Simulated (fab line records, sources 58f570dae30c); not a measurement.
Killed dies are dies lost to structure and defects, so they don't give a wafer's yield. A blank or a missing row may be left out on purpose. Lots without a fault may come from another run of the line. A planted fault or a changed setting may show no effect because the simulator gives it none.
Which tool did it? | flow berkeley_cmos170 | 13 lots, 39 wafers sampled, at 5 steps of a route of 331

WHAT THE GAUGES READ, wafer by wafer
UCB170_START_THK_MEAS_03.
lot  | measured    | on            | START_OXIDE_THK (nm)
L515 | day 1 15:07 | film_metro-04 | 19.6 19.6 19.9
L516 | day 1 19:21 | film_metro-02 | 20.1 20.3 20.1
L517 | day 2 01:11 | film_metro-02 | 20.3 20.2 20.2
L520 | day 2 17:01 | film_metro-02 | 19.6 19.9 19.9
L521 | day 2 19:46 | film_metro-01 | 19.5 19.5 19.6
L522 | day 3 01:26 | film_metro-04 | 19.7 19.9 19.8
L523 | day 3 07:19 | film_metro-04 | 19.8 19.8 19.7
L524 | day 3 11:32 | film_metro-04 | 21.0 20.6 20.6
L526 | day 3 22:39 | film_metro-01 | 20.2 20.4 20.3
L528 | day 4 09:22 | film_metro-02 | 20.3 20.0 20.0
L535 | day 5 19:34 | film_metro-02 | 20.3 20.1 20.3
L536 | day 6 00:06 | film_metro-04 | 19.9 19.9 19.8
L538 | day 6 11:10 | film_metro-02 | 19.9 19.9 20.1

UCB170_ACTIVE_CD_MEAS_13: target cd 1200 nm.
lot  | measured     | on        | cd_nm (nm)
L515 | day 4 06:44  | cd_sem-02 | 1200.5 1199.3 1199.1
L516 | day 4 19:48  | cd_sem-01 | 1200.9 1198.8 1200.4
L517 | day 5 12:58  | cd_sem-01 | 1200.1 1199.8 1198.6
L520 | day 6 00:29  | cd_sem-02 | 1200.7 1201.2 1200.0
L521 | day 6 00:14  | cd_sem-02 | 1201.9 1200.9 1200.4
L522 | day 6 00:04  | cd_sem-01 | 1201.2 1201.0 1199.9
L523 | day 6 18:08  | cd_sem-01 | 1199.6 1198.3 1200.9
L524 | day 6 18:38  | cd_sem-01 | 1197.8 1197.2 1195.7
L526 | day 7 15:44  | cd_sem-01 | 1200.1 1186.9 1192.9
L528 | day 7 15:22  | cd_sem-01 | 1202.7 1203.2 1201.9
L535 | day 8 23:30  | cd_sem-01 | 1198.1 1200.5 1199.0
L536 | day 9 11:56  | cd_sem-01 | 1200.4 1200.9 1200.8
L538 | day 10 03:53 | cd_sem-01 | 1197.8 1198.3 1197.7

UCB170_PVT_OVL_MEAS_06.
lot  | measured     | on         | PVT_OVL (nm)
L515 | day 5 23:48  | overlay-01 | 5 1 7
L516 | day 6 09:16  | overlay-01 | 3 13 11
L517 | day 7 10:52  | overlay-02 | 3 7 0
L520 | day 8 06:24  | overlay-02 | 7 6 8
L521 | day 8 06:04  | overlay-01 | -3 -4 4
L522 | day 8 06:34  | overlay-01 | 4 -1 3
L523 | day 8 17:30  | overlay-02 | -10 5 2
L524 | day 8 17:14  | overlay-01 | 18 11 18
L526 | day 9 09:43  | overlay-01 | -1 2 1
L528 | day 9 09:26  | overlay-02 | 10 2 2
L535 | day 10 17:16 | overlay-02 | -6 -3 -6
L536 | day 11 06:47 | overlay-02 | 12 16 11
L538 | day 12 03:57 | overlay-01 | 16 16 18

WHICH TOOL RAN EACH LOT (tool, then ch and the chambers of the sampled wafers, then the start)
lot  | UCB170_ZERO_ETCH_06               | UCB170_ACTIVE_EXPOSE_10
L515 | rie_diel-01 ch 0,1,3, day 1 18:35 | krf_scanner-02 ch 0, day 4 05:56
L516 | rie_diel-01 ch 0,1, day 2 00:48   | krf_scanner-02 ch 0, day 4 19:25
L517 | rie_diel-04 ch 0,1, day 2 08:47   | krf_scanner-02 ch 0, day 5 12:14
L520 | rie_diel-02 ch 1,3, day 2 23:03   | krf_scanner-02 ch 0, day 6 00:06
L521 | rie_diel-01 ch 1,3, day 3 01:02   | krf_scanner-02 ch 0, day 5 23:50
L522 | rie_diel-02 ch 0,1, day 3 08:24   | krf_scanner-02 ch 0, day 5 23:40
L523 | rie_diel-04 ch 0,1, day 3 12:31   | krf_scanner-01 ch 0, day 6 17:45
L524 | rie_diel-02 ch 0,1,3, day 3 18:21 | krf_scanner-02 ch 0, day 6 17:57
L526 | rie_diel-04 ch 1,2,3, day 4 06:08 | krf_scanner-02 ch 0, day 7 15:04
L528 | rie_diel-04 ch 0,1,3, day 4 17:19 | krf_scanner-01 ch 0, day 7 14:49
L535 | rie_diel-01 ch 0,3, day 6 01:45   | krf_scanner-01 ch 0, day 8 23:07
L536 | rie_diel-04 ch 1,2,3, day 6 06:31 | krf_scanner-01 ch 0, day 9 11:29
L538 | rie_diel-04 ch 0,2, day 6 21:11   | krf_scanner-02 ch 0, day 10 03:17
- UCB170_ZERO_ETCH_06: etches SiO2 in CHF3/CF4/Ar, time 12 s.
- UCB170_ACTIVE_EXPOSE_10: exposes mask ACTIVE, target cd 1200 nm.

WHAT THE TOOLS THEMSELVES READ (means of the sampled wafers that have a number; where no wafer has one, the mark that the record gives instead)
UCB170_ZERO_ETCH_06.
lot  | tool        | CHF3_flow_sccm (sccm) | drypump_motor_current_A (A) | oes_product_au (a.u.) | throttle_valve_pct (%)
L515 | rie_diel-01 | 50.05                 | 6.2                         | 0.609                 | 9.27
L516 | rie_diel-01 | 50.00                 | 6.5                         | 0.606                 | 9.33
L517 | rie_diel-04 | 50.03                 | 5.3                         | 0.623                 | 9.10
L520 | rie_diel-02 | 50.07                 | 6.2                         | 0.626                 | 9.14
L521 | rie_diel-01 | 49.97                 | 5.9                         | 0.612                 | 9.20
L522 | rie_diel-02 | 50.09                 | 5.8                         | 0.621                 | 9.14
L523 | rie_diel-04 | 49.94                 | 5.7                         | 0.618                 | 9.05
L524 | rie_diel-02 | 49.96                 | 5.9                         | 0.622                 | 9.12
L526 | rie_diel-04 | 49.94                 | 5.8                         | 0.624                 | 9.23
L528 | rie_diel-04 | 49.97                 | 5.9                         | 0.611                 | 9.18
L535 | rie_diel-01 | 49.98                 | 6.5                         | 0.612                 | 9.23
L536 | rie_diel-04 | 49.98                 | 5.8                         | 0.624                 | 9.23
L538 | rie_diel-04 | 50.09                 | 5.9                         | 0.616                 | 9.04

UCB170_ACTIVE_EXPOSE_10.
lot  | tool           | exposure_dose_mJ_cm2
L515 | krf_scanner-02 | 20.004
L516 | krf_scanner-02 | 20.002
L517 | krf_scanner-02 | 20.025
L520 | krf_scanner-02 | 19.997
L521 | krf_scanner-02 | 20.006
L522 | krf_scanner-02 | 19.964
L523 | krf_scanner-01 | 19.982
L524 | krf_scanner-02 | 19.966
L526 | krf_scanner-02 | 19.601
L528 | krf_scanner-01 | 19.980
L535 | krf_scanner-01 | 20.002
L536 | krf_scanner-01 | 20.007
L538 | krf_scanner-02 | 20.011

THE ANSWER, worked out from the rows above alone
Rule: what is usual is taken from the lots themselves. Put in order of their means at a reading, lots are off if they are a third of the lots or fewer, leave a main group of 4 or more, and stand apart from it by a gap of 3 or more times the standard deviation of the main group's means; of several such gaps the widest counts. A main group whose means are all the same, to the digits that the tables above print for the reading, isn't used. A lot without any number at a reading at which 4 lots or more have one is off too. The other lots that the step has rows for count as sound. The gauges are gone through in route order, then the tools' own readings, and for those a lot's mean is taken as printed above. The first step at which some lot is off is used, and at that step the reading that is off furthest; a lot without a number counts as furthest.
Off: L526, at UCB170_ACTIVE_EXPOSE_10 (exposure_dose_mJ_cm2). The main group: mean 19.995, standard deviation 0.018.
A tool fits if, at that step or a process step before it, it ran every lot that is off, and no sound lot after the first of them. None of those tried fits.

WHAT THE SIMULATOR HAD PUT IN
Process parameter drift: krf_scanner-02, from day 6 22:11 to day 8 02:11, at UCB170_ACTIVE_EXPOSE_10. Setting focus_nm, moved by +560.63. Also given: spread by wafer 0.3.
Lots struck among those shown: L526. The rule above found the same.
